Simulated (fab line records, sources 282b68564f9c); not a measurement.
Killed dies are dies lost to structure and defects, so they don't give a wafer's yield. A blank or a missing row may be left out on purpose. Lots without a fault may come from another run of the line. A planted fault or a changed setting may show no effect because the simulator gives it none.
Problem report in the 8D (eight disciplines) form, filled by code | flow rit_cmos | the parts of the form that need people (team, actions taken, sign-off) are left out

1. THE PROBLEM
o2_flow_sccm at RIT_PLDD_STRIP_09 reads a mean of 3204 sccm on 9 wafers of 3 lots; wafers without a fault read 4000 sccm with a standard deviation of 12. That is -66 standard deviations from the usual mean.
The step: strips in O2, time 180 s.
First seen on wafer L319.3, day 6 13:51, on plasma_asher-01. The record holds 45 wafers of 15 lots with a number at this step. Rule for "out", or "out of limits": more than 4 standard deviations from the usual mean. The other wafers with a number count as sound.

2. WHAT IT IS AND WHAT IT IS NOT
question                    | is                     | is not
which readings at this step | o2_flow_sccm           | chamber_pressure_mTorr, drypump_motor_current_A
which lots                  | L319, L321, L322       | L302, L303, L306, L307, L308, L309, L310, L311, L312, L313, L314, L324
which wafers of those lots  | all that have a number | -
read on which tools         | plasma_asher-01        | plasma_asher-02, plasma_asher-04
when                        | from day 6 13:51       | up to then (33 sound wafers); but 3 sound wafers of L324 came after

3. SUSPECTS, AND WHAT RULES EACH OUT
Counting: a tool at a process step up to the reading stays a suspect if it ran every lot that is out and no sound lot after the first of them.
- plasma_asher-01 at RIT_PLDD_STRIP_09 (strips in O2, time 180 s): kept. It ran every lot that is out, first L319 (day 6 13:51), and no sound lot after that; its last sound lot up to then is L314 (day 5 14:28). Its own readings are out on those wafers: o2_flow_sccm.
Left after counting: plasma_asher-01 at RIT_PLDD_STRIP_09.

4. THE CAUSE (what the simulator had put in)
Process parameter drift: plasma_asher-01, from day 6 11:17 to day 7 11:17, at RIT_PLDD_STRIP_09. Setting o2_flow_sccm, moved by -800, from 4000. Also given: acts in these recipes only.
Counting left only this tool.

5. THE CHAIN OF EFFECTS, in route order
Each row: a reading whose mean over the struck wafers that have a number lies more than 3 standard deviations from the usual. Only readings for which the record gives a usual standard deviation are gone through. hours: the time from each lot's start at the first step in this table that gives one to its start at this step, as a median over the lots. sigmas: the change in usual standard deviations.
hours | step              | reading      | usual     | on struck wafers | change | sigmas
0     | RIT_PLDD_STRIP_09 | o2_flow_sccm | 4000 sccm | 3204             | -796   | -66
The process steps in it:
- RIT_PLDD_STRIP_09: strips in O2, time 180 s.

6. WHAT WOULD HAVE CAUGHT IT SOONER
In this record the first reading out of limits was taken at day 6 13:51, 3 hours after the fault began at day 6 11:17.
